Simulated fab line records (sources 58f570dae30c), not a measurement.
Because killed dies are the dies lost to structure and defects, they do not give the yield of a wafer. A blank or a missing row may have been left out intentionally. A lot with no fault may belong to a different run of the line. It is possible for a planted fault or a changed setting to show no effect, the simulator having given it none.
A struck lot beside a sound one / flow berkeley-cmos170 / 37 steps out of a route of 331
Sound: wafers L135.1, L135.2, L135.4. Struck: wafers L133.1, L133.5. (L133.3 of the same lot was not struck and is left out.) The cause comes at the end.
Per side, at each step with rows, come the tool, then ch with its chambers, and then its first start. Under that, the readings that differ: sound wafers / struck wafers / difference of the means / sigmas: that difference in standard deviations of wafers without a fault.
alike: a reading whose means differ by less than 2 such deviations, as well as words and numbers matching on both sides. not compared: withheld readings; readings where some wafer has no value; bounds like >300 that might hide an equal value; numbers whose values overlap and for which the record gives no deviation.
Wherever a step has rows on one side only, a row that says differs or no value, or a row with sigmas, the two part there. Non-overlapping numbers with no deviation appear without sigmas and do not part them. Lack of a reading on every wafer of one side parts them only where that side has two or more wafers.

UCB170_V2_BOW_MEAS_03:
  sound on film-metro-02, day 11 05:51; struck on film-metro-01, day 11 00:59
  alike: V2_BOW
UCB170_V2_THK_MEAS_04:
  sound on film-metro-02, day 11 05:58; struck on film-metro-01, day 11 01:07
reading=V2_POLISHED_THK (nm); sound=1000.1 999.4 998.1; struck=1001.5 1001.3; difference=+2.2; sigmas=+2
then, 7 steps without rows for these wafers: UCB170_V2_CLEAN_05 (cleans in DIW); UCB170_V2_HMDS_06 (prime time 60 s); UCB170_V2_COAT_07 (resist thk 900 nm); UCB170_V2_SOFTBAKE_08 (time 60 s); UCB170_V2_EXPOSE_09 (exposes mask VIA2, target cd 700 nm); UCB170_V2_PEB_10; UCB170_V2_DEVELOP_11 (develop time 45 s).
UCB170_V2_CD_MEAS_12 targets a cd of 700 nm.
  sound on cd-sem-02, day 11 07:41; struck on cd-sem-01, day 11 04:04
  alike: cd-nm
UCB170_V2_OVL_MEAS_13:
  sound on overlay-02, day 11 07:48; struck on overlay-01, day 11 04:11
  alike: V2_OVL
UCB170_V2_ETCH_14: etches SiO2 in CHF3/CF4/Ar, stops on Al, target depth 1250 nm, time 291 s.
  sound on rie-diel-01 ch 0,1,2, day 11 07:50; struck on rie-diel-03 ch 1, day 11 04:13
  alike: chamber-pressure-mTorr, drypump-motor-current-A, oes-product-au, throttle-valve-pct
  not compared: rf-hours-counter-h
UCB170_V2_STRIP_15: strips in O2.
  sound on plasma-asher-03 ch 0,1, day 11 08:01; struck on plasma-asher-04 ch 1, day 11 04:23
  alike: chamber-pressure-mTorr, drypump-motor-current-A, oes-product-au, strip-time-to-endpoint-s
  not compared: rf-hours-counter-h
UCB170_V2_CD_MEAS_90 targets a cd of 700 nm.
  sound on cd-sem-01, day 11 08:07; struck on cd-sem-01, day 11 04:29
  alike: cd-nm
then, 1 step without rows for these wafers: UCB170_M3_PRE_CLEAN_00 (preclean etch time 60 s).
UCB170_M3_SPUTTER_01: material Al, target thk 900 nm, time 120 s.
  sound on pvd-sputter-01, day 11 08:18; struck on pvd-sputter-01, day 11 04:41
  alike: throttle-valve-pct
UCB170_M3_RS_MEAS_02: a four-point-probe measurement.
  sound on film-metro-03, day 11 08:23; struck on film-metro-01, day 11 04:46
  alike: M3_AL_RS
UCB170_M3_THK_MEAS_03: measures by xrf.
  sound on film-metro-03, day 11 08:31; struck on film-metro-01, day 11 04:53
  alike: M3_AL_THK
then, 11 steps without rows for these wafers: UCB170_M3_HMDS_04 (prime time 60 s); UCB170_M3_COAT_05 (resist thk 900 nm); UCB170_M3_SOFTBAKE_06 (time 60 s); UCB170_M3_STRIP_07 (strips in O2); UCB170_M3_STRIP_08 (strips KrF in DMSO, time 600 s); UCB170_M3_COAT_09; UCB170_M3_COAT_10 (resist thk 900 nm); UCB170_M3_SOFTBAKE_11 (time 60 s); UCB170_M3_EXPOSE_12 (exposes mask METAL3, target cd 700 nm); UCB170_M3_PEB_13; UCB170_M3_DEVELOP_14 (develop time 45 s).
UCB170_M3_CD_MEAS_15 targets a cd of 700 nm.
  sound on cd-sem-01, day 11 10:53; struck on cd-sem-01, day 11 07:13
  alike: cd-nm
UCB170_M3_OVL_MEAS_16:
  sound on overlay-01, day 11 11:01; struck on overlay-02, day 11 07:20
reading=M3_OVL (nm); sound=2 3 4; struck=-13 -9; difference=-14; sigmas=-2
UCB170_M3_ETCH_17: etches BARC in N2/H2.
  sound on rie-diel-03 ch 0,1,2, day 11 11:03; struck on rie-diel-03 ch 3, day 11 07:22
  alike: chamber-pressure-mTorr, drypump-motor-current-A, oes-product-au, throttle-valve-pct
UCB170_M3_METAL_ETCH_18: etches Al in Cl2/BCl3, stops on SiO2, target depth 1170 nm, time 203.7 s.
  sound on rie-metal-01 ch 0,1, day 11 11:05; struck on rie-metal-04 ch 0,1, day 11 07:25
  alike: chamber-pressure-mTorr, drypump-motor-current-A, oes-product-au, throttle-valve-pct
  not compared: rf-hours-counter-h
UCB170_M3_STRIP_19: strips in O2.
  sound on plasma-asher-02 ch 0,1, day 11 11:17; struck on plasma-asher-02 ch 1, day 11 07:36
  alike: chamber-pressure-mTorr, drypump-motor-current-A, oes-product-au
  not compared: rf-hours-counter-h
UCB170_M3_CD_MEAS_90 targets a cd of 700 nm.
  sound on cd-sem-01, day 11 11:23; struck on cd-sem-01, day 11 07:42
  alike: cd-nm
UCB170_M3_BOW_MEAS_20:
  sound on film-metro-04, day 11 11:30; struck on film-metro-03, day 11 07:49
  alike: M3_BOW
UCB170_M3_PROBE_99:
  sound on prober-01, day 11 11:37; struck on prober-01, day 11 07:56
reading=hold; sound=- - -; struck=await-dispo/2.1h/release await-dispo/2.1h/release; difference=no value on the sound wafers; sigmas=
reading=model.etest.tester.sort-n-pass; sound=258 260 261; struck=231 237; difference=-26; sigmas=
reading=model.etest.tester.sort-yield-pct (%); sound=97.73 98.48 98.86; struck=87.5 89.77; difference=-9.7; sigmas=
reading=model.etest.tester.sort_bin_5_pct (%); sound=1.515 1.136 0.7576; struck=7.955 7.197; difference=+6.440; sigmas=
reading=model.etest.tester.sort_bin_6_pct (%); sound=0.3788 0.3788 0.3788; struck=3.03 2.273; difference=+2.27; sigmas=

## WHERE THEY PART
First at UCB170_V2_THK_MEAS_04; last, within this record, at UCB170_M3_PROBE_99.

WHY: what had been put in by the simulator
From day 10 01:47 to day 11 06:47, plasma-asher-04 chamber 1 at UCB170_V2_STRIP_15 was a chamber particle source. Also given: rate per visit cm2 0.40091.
